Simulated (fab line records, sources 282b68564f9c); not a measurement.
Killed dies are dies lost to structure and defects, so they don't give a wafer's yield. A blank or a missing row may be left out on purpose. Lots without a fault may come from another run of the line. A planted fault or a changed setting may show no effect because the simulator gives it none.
fab line records | flow rit_cmos
record lots=16 wafers=48 last_day=7
route steps=202 shown ACTIVE@1 PRETRO@67 SDANNEAL@156 M1@194
lots that met no fault: from a run of the same line without faults
start_h: hours from the record's first day to the start of the lot's first wafer shown | wait_h: hours since the lot's step before | " the same as in the row above | L1.1+2: a row that stands for several wafers | - no value, or no start given | * or withheld: withheld | < > ~ a bound
route shown NAME@n: a module of which the file shows steps, and the number in the route of the first | usual: mean/standard deviation of fault-free wafers | same: alike in all rows | chamber/n: place in a boat | sites: the reading at each site | _std_site: their standard deviation | _edge_site: outer sites' mean less inner sites' | radius_mm: how far each site lies from the wafer's centre | mask NAME#n: copy n | behind: the tool/chamber that last shaped the wafer | hold: why the lot was held/for how many hours/how that ended | device: the transistor (n, p or np) that didn't switch | end of line: the same wafers' tests at the end of the route | a step without rows: its recipe alone | killed: dies lost to structure and defects at the first sort, not the wafer's yield | map: a wafer's dies, x killed, . not, _ none there
set.NAME: the setting as run; set.NAME@STEP: as run at that earlier step | model.NAME: the simulator's own value behind a step, which no gauge read
steps of the route over a sample of lots; a table a step, a row a wafer
services: from which hour (start_h, from the record's first day; less than 0 if before it) a tool's chamber was out of use, for how many hours, and why
## steps
# step RIT_ACTIVE_BOW_MEAS_00
# recipe mode=bow
# usual INCOMING_BOW=0/6.7
# columns lot.wafer tool chamber start_h wait_h INCOMING_BOW[um]
L934.2 film_metro-01 - 10.02 - -3
L934.4 " - " " 3
L934.5 " - " " -3
L935.3 film_metro-02 - 15.04 - 1
L935.5 " - " " 6
L935.6 " - " " -5
L936.1 film_metro-02 - 20.00 - -3
L936.4 " - " " 6
L936.5 " - " " 3
L937.1 film_metro-02 - 25.00 - 4
L937.3 " - " " 0
L937.6 " - " " -10
L938.2 film_metro-02 - 30.02 - 15
L938.5 " - " " 7
L938.6 " - " " -2
L940.1 film_metro-01 - 40.00 - -4
L940.4 " - " " 2
L940.6 " - " " -9
L941.3 film_metro-01 - 45.04 - -2
L941.4 " - " " 10
L941.5 " - " " 0
L942.2 film_metro-01 - 50.02 - 3
L942.3 " - " " -1
L942.4 " - " " -8
L944.3 film_metro-01 - 60.04 - 1
L944.4 " - " " 3
L944.6 " - " " 1
L945.1 film_metro-01 - 65.00 - -5
L945.2 " - " " 1
L945.5 " - " " -8
L946.2 film_metro-01 - 70.02 - -8
L946.3 " - " " 0
L946.6 " - " " -6
L951.1 film_metro-02 - 95.00 - -1
L951.2 " - " " -5
L951.6 " - " " -4
L952.1 film_metro-01 - 100.00 - 4
L952.3 " - " " 4
L952.4 " - " " -10
L953.1 film_metro-02 - 105.00 - -12
L953.2 " - " " -1
L953.6 " - " " -8
L954.3 film_metro-01 - 110.04 - 2
L954.4 " - " " 6
L954.6 " - " " 3
L957.2 film_metro-02 - 125.02 - -4
L957.3 " - " " -9
L957.4 " - " " 7
# step RIT_PRETRO_EXPOSE_03
# recipe mask_id=M5 na=0.57 target_cd_nm=43700 dose_mj=250
# columns lot.wafer tool chamber start_h wait_h mask
L934.2+4+5 iline_stepper-02 0 30.52 0.1 M5#0
L935.3+5+6 iline_stepper-02 0 35.00 0.1 M5#0
L936.1+4+5 iline_stepper-02 0 40.90 0.2 M5#0
L937.1+3+6 iline_stepper-01 0 45.88 0.2 M5#0
L938.2+5+6 iline_stepper-01 0 50.77 0.1 M5#0
L940.1+4+6 iline_stepper-01 0 60.00 0.1 M5#0
L941.3+4+5 iline_stepper-02 0 65.78 0.2 M5#0
L942.2+3+4 iline_stepper-01 0 70.72 0.2 M5#0
L944.3+4+6 iline_stepper-01 0 80.86 0.2 M5#0
L945.1+2+5 iline_stepper-01 0 85.58 0.1 M5#0
L946.2+3+6 iline_stepper-02 0 90.96 0.2 M5#0
L951.1+2+6 iline_stepper-02 0 115.47 0.2 M5#0
L952.1+3+4 iline_stepper-02 0 120.43 0.1 M5#0
L953.1+2+6 iline_stepper-02 0 127.93 0.1 M5#0
L954.3+4+6 iline_stepper-02 0 133.21 0.1 M5#0
L957.2+3+4 iline_stepper-02 0 147.62 0.2 M5#0
# step RIT_PRETRO_OVL_MEAS_06
# usual PRETRO_OVL=0.0/1.5
# columns lot.wafer tool chamber start_h wait_h PRETRO_OVL[nm]
L934.2 overlay-02 - 30.94 - -0.4
L934.4 " - " " -0.6
L934.5 " - " " 0.0
L935.3 overlay-01 - 35.40 - -1.6
L935.5 " - " " -0.1
L935.6 " - " " -0.7
L936.1 overlay-02 - 41.39 - 0.9
L936.4 " - " " -0.6
L936.5 " - " " 0.3
L937.1 overlay-01 - 46.34 - 0.2
L937.3 " - " " -0.7
L937.6 " - " " -0.4
L938.2 overlay-02 - 51.19 - -0.6
L938.5 " - " " 1.4
L938.6 " - " " 0.9
L940.1 overlay-02 - 60.43 - 242.3
L940.4 " - " " 240.4
L940.6 " - " " 241.6
L941.3 overlay-02 - 66.19 - 1.4
L941.4 " - " " -2.2
L941.5 " - " " 0.8
L942.2 overlay-02 - 71.14 - 236.7
L942.3 " - " " 237.7
L942.4 " - " " 237.2
L944.3 overlay-02 - 81.27 - 240.8
L944.4 " - " " 241.7
L944.6 " - " " 240.4
L945.1 overlay-02 - 86.01 - 241.6
L945.2 " - " " 242.3
L945.5 " - " " 241.0
L946.2 overlay-02 - 91.38 - -1.2
L946.3 " - " " -0.4
L946.6 " - " " -1.0
L951.1 overlay-01 - 115.90 - -0.8
L951.2 " - " " -0.3
L951.6 " - " " 0.1
L952.1 overlay-01 - 120.86 - 1.5
L952.3 " - " " 1.2
L952.4 " - " " -0.4
L953.1 overlay-02 - 128.36 - -2.7
L953.2 " - " " -0.3
L953.6 " - " " -0.9
L954.3 overlay-01 - 133.61 - 1.4
L954.4 " - " " -0.6
L954.6 " - " " 1.0
L957.2 overlay-02 - 148.04 - -1.6
L957.3 " - " " -0.5
L957.4 " - " " -0.7
# step RIT_SDANNEAL_RTA_03
# recipe temp_c=1050 time_s=5 idle_temp_c=600 ramp_up_c_per_s=342 ramp_down_c_per_s=171 cool_to_c=600 ambient=N2
# usual anneal_temp_c_max=1054.4/1.1 wafer_temp_C_max=1053.7/1.2
# columns lot.wafer tool chamber start_h wait_h anneal_temp_c_max wafer_temp_C_max
L934.2 rtp_anneal-01 0 48.74 0.0 1052.7 1051.8
L934.4 " 0 " " 1054.3 1051.6
L934.5 " 0 " " 1053.8 1052.7
L935.3 rtp_anneal-02 0 53.81 0.0 1053.7 1052.9
L935.5 " 0 " " 1055.0 1054.5
L935.6 " 0 " " 1055.3 1055.2
L936.1 rtp_anneal-01 0 60.25 0.0 1053.5 1053.9
L936.4 " 0 " " 1054.3 1053.4
L936.5 " 0 " " 1053.9 1053.1
L937.1 rtp_anneal-02 0 65.16 0.0 1056.5 1053.0
L937.3 " 0 " " 1054.1 1054.7
L937.6 " 0 " " 1054.3 1052.9
L938.2 rtp_anneal-01 0 70.92 0.0 1054.1 1054.3
L938.5 " 0 " " 1054.7 1053.8
L938.6 " 0 " " 1053.4 1053.5
L940.1 rtp_anneal-01 0 78.68 0.0 1054.2 1053.3
L940.4 " 0 " " 1054.6 1055.0
L940.6 " 0 " " 1052.6 1054.1
L941.3 rtp_anneal-02 0 85.14 0.0 1054.4 1053.0
L941.4 " 0 " " 1054.3 1054.1
L941.5 " 0 " " 1053.5 1054.5
L942.2 rtp_anneal-01 0 90.28 0.0 1054.3 1052.5
L942.3 " 0 " " 1053.2 1053.3
L942.4 " 0 " " 1054.4 1053.9
L944.3 rtp_anneal-01 0 99.42 0.0 1052.5 1057.1
L944.4 " 0 " " 1053.3 1053.4
L944.6 " 0 " " 1053.2 1055.2
L945.1 rtp_anneal-02 0 104.20 0.0 1055.3 1056.7
L945.2 " 0 " " 1053.9 1054.1
L945.5 " 0 " " 1055.3 1054.1
L946.2 rtp_anneal-01 0 110.11 0.0 1052.4 1054.9
L946.3 " 0 " " 1052.6 1053.5
L946.6 " 0 " " 1053.4 1054.7
L951.1 rtp_anneal-02 0 134.86 0.0 1055.2 1052.9
L951.2 " 0 " " 1054.6 1053.9
L951.6 " 0 " " 1055.0 1053.6
L952.1 rtp_anneal-01 0 141.42 0.0 1053.9 1053.5
L952.3 " 0 " " 1055.3 1052.6
L952.4 " 0 " " 1054.0 1052.2
L953.1 rtp_anneal-02 0 150.27 0.0 1055.6 1053.0
L953.2 " 0 " " 1055.5 1055.5
L953.6 " 0 " " 1054.6 1053.7
L954.3 rtp_anneal-01 0 155.58 0.0 1053.8 1052.7
L954.4 " 0 " " 1053.6 1054.9
L954.6 " 0 " " 1054.7 1053.3
L957.2 rtp_anneal-01 0 167.03 0.0 1053.5 1053.1
L957.3 " 0 " " 1052.4 1052.6
L957.4 " 0 " " 1052.8 1055.0
# step RIT_M1_OVL_MEAS_10
# usual M1_OVL=0.5/1.5
# columns lot.wafer tool chamber start_h wait_h M1_OVL[nm]
L934.2 overlay-01 - 53.81 0.1 1.0
L934.4 " - " " 0.5
L934.5 " - " " 1.2
L935.3 overlay-01 - 58.70 0.1 -0.8
L935.5 " - " " -1.3
L935.6 " - " " 0.3
L936.1 overlay-02 - 65.13 0.1 1.0
L936.4 " - " " 3.3
L936.5 " - " " 2.1
L937.1 overlay-01 - 70.18 0.1 -1.5
L937.3 " - " " 0.8
L937.6 " - " " 1.3
L938.2 overlay-01 - 75.75 0.1 -0.5
L938.5 " - " " -0.9
L938.6 " - " " 1.1
L940.1 overlay-01 - 83.58 0.1 2.2
L940.4 " - " " 2.7
L940.6 " - " " 2.5
L941.3 overlay-01 - 90.01 0.1 1.6
L941.4 " - " " 1.9
L941.5 " - " " 0.4
L942.2 overlay-02 - 95.22 0.1 -1.4
L942.3 " - " " 0.8
L942.4 " - " " -0.3
L944.3 overlay-01 - 104.22 0.1 0.8
L944.4 " - " " 0.9
L944.6 " - " " 0.7
L945.1 overlay-02 - 109.08 0.1 -1.5
L945.2 " - " " -1.0
L945.5 " - " " -0.3
L946.2 overlay-02 - 115.08 0.1 0.1
L946.3 " - " " -0.4
L946.6 " - " " 0.9
L951.1 overlay-02 - 139.87 0.1 -3.3
L951.2 " - " " -3.2
L951.6 " - " " -2.8
L952.1 overlay-02 - 146.65 0.1 0.7
L952.3 " - " " -0.5
L952.4 " - " " 0.0
L953.1 overlay-02 - 155.07 0.1 3.1
L953.2 " - " " 0.6
L953.6 " - " " -0.1
L954.3 overlay-01 - 160.56 0.1 -1.7
L954.4 " - " " -0.8
L954.6 " - " " 0.6
L957.2 overlay-02 - 171.78 0.1 1.5
L957.3 " - " " 0.5
L957.4 " - " " 2.5
# step RIT_M1_PROBE_99
# usual killed_at_M0_to_M3=0.0/0.16 killed_at_contacts=0.1/0.25 killed_at_front_end=7/3.1 killed_dies=7/3.1 killed_open=3.6/2 killed_short=3.5/2
# same gross_dies=264 killed_at_M4_up=0 killed_at_back_side=0 killed_at_other=0
# columns lot.wafer tool chamber start_h wait_h killed_at_M0_to_M3 killed_at_contacts killed_at_front_end killed_dies killed_open killed_short
L954.3 prober-02 - 163.66 0.2 0 0 8 8 6 2
L954.4 prober-02 - 163.71 0.2 0 1 4 5 2 3
L954.6 prober-02 - 163.81 0.2 0 0 8 8 3 5
# killed by level:class
L954.3 SPACER:geometric_particle:open=3 FOX1:geometric_particle:open=2 FOX1:geometric_particle:short=2 REOX:geometric_particle:open=1
L954.4 ACTIVE:geometric_particle:open=1 FOX1:geometric_particle:open=1 REOX:geometric_particle:short=1 SILICIDE:geometric_particle:short=1 CONTACT:geometric_particle:short=1
L954.6 FOX1:geometric_particle:open=2 SPACER:geometric_particle:short=2 FOX1:geometric_particle:short=1 GATE:geometric_particle:short=1 REOX:geometric_particle:short=1 SILICIDE:geometric_particle:open=1
## services
# columns tool chamber start_h hours kind
iline_stepper-02 - 7.00 1.7 pm
iline_stepper-02 - 96.81 14.0 repair
iline_stepper-01 - 110.81 1.7 pm
rtp_anneal-02 - 158.43 1.0 pm
## key
first_sign step=RIT_PRETRO_OVL_MEAS_06 reading=PRETRO_OVL direction=up sigmas=99+ usual=0.0 struck=240.3
effect none on later readings
met_at RIT_PRETRO_EXPOSE_03
struck_lots L940,L942,L944,L945
tester_left_out L940,L942,L944,L945
not_acting_at RIT_ACTIVE_BOW_MEAS_00,RIT_SDANNEAL_RTA_03,RIT_M1_OVL_MEAS_10
onset_between 50.77 60.00
fault kind=scanner_matching_overlay tool=iline_stepper-01 chamber=- onset_h=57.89 steps=RIT_PRETRO_EXPOSE_03 offset=240
# tester_left_out: of these lots the tester's yield and bins aren't shown, on N5 and GAA mostly nor the transistor test; their killed dies are dies lost to structure and defects alone, not to doping, threshold or leakage, so they don't give the yield
